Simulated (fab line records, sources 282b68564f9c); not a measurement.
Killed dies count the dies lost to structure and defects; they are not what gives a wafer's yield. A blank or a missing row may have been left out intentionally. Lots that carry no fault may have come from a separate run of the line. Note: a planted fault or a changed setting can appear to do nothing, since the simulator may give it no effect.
Code-filled problem report in 8D (eight disciplines) form | flow ritCmos | the parts of the form that need people (team, actions taken, sign-off) are left out

## 1. PROBLEM STATEMENT
Wafers free of any fault read 250.8 nm (standard deviation 2.4) for GATE_POLY_THK at RIT_GATE_THK_MEAS_09, against a mean of 202.5 nm on 6 wafers of 2 lots. Measured from the usual mean, that is -20 standard deviations.
First observed at day 5 10:07: wafer L853.2, on filmMetro-01. At this step, 39 wafers from 13 lots have a number in the record. By rule, "out" or "out of limits" means more than 4 standard deviations away from the usual mean. Any other wafer with a number is counted as sound.

## 2. WHAT IT IS, WHAT IT ISN'T
question                    | is                         | is not
which readings at this step | GATE_POLY_THK              | -
which lots                  | L853, L854                 | L840, L841, L842, L843, L844, L845, L846, L847, L848, L859, L861
which wafers of those lots  | all that have a number     | -
read on which gauges        | filmMetro-01, filmMetro-02 | filmMetro-04
when                        | from day 5 10:07           | up to then (27 sound wafers); but 6 sound wafers of L859, L861 came after

## 3. WHAT RULES OUT EACH SUSPECT
Counting: any tool at a process step up to the reading is kept as a suspect provided that every lot that is out went through it and no sound lot did after the first of them.
- the gauge at RIT_GATE_THK_MEAS_09: ruled out. The wafers that are out were read on 2 gauges (filmMetro-01, filmMetro-02).
- lpcvd-01 at RIT_GATE_CVD_08 (deposits poly-Si from SiH4, target thk 250 nm, time 2220 s): kept. It processed each lot that is out, first L853 at day 5 08:29, and no sound lot thereafter; up to then, the last sound lot it processed was L848 at day 4 01:36. Out on those wafers are its own readings of sih4FlowSccm.
After counting, what remains is lpcvd-01 at RIT_GATE_CVD_08.

## 4. THE CAUSE (what the simulator had put in)
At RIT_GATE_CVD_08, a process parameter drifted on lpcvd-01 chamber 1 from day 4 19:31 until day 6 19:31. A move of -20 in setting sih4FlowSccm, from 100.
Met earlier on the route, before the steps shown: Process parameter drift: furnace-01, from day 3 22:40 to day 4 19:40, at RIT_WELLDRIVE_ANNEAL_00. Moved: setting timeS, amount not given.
This tool alone remained once counting was done.

## 5. THE EFFECT CHAIN, in route order
Each row: a reading where the mean over the struck wafers with a number is more than 3 standard deviations away from the usual. Only readings for which the record gives a usual standard deviation are gone through. hours: the time from each lot's start at the first step in this table that gives one to its start at this step, as a median over the lots. sigmas: the change in usual standard deviations.
hours | step                 | reading       | usual      | on struck wafers | change | sigmas
0     | RIT_GATE_CVD_08      | sih4FlowSccm  | 100.0 sccm | 79.8             | -20.2  | -67
2     | RIT_GATE_THK_MEAS_09 | GATE_POLY_THK | 250.8 nm   | 202.5            | -48.3  | -20
3     | RIT_GATE_ETCH_19     | oesProductAu  | 0.850 a.u. | 0.737            | -0.113 | -8.7
The process steps in it:
- RIT_GATE_CVD_08: deposits poly-Si from SiH4, target thk 250 nm, time 2220 s.
- RIT_GATE_ETCH_19: etches poly-Si in SF6/CHF3/O2, stops on SiO2, time 165 s, target depth 312.5 nm.

## 6. HOW IT WOULD HAVE BEEN CAUGHT EARLIER
The first out-of-limits reading at a measuring or inspecting step in this record came at day 5 10:07, 15 hours after the fault's start at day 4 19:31.
Tool's own readings at RIT_GATE_CVD_08, sih4FlowSccm: out on all struck wafers the step has rows for; an alarm limit on them would have tripped on the first.
By day 5 10:07, every lot that is out (2) had started RIT_GATE_CVD_08 on lpcvd-01. None of them would have been spared by holding the tool at that moment.
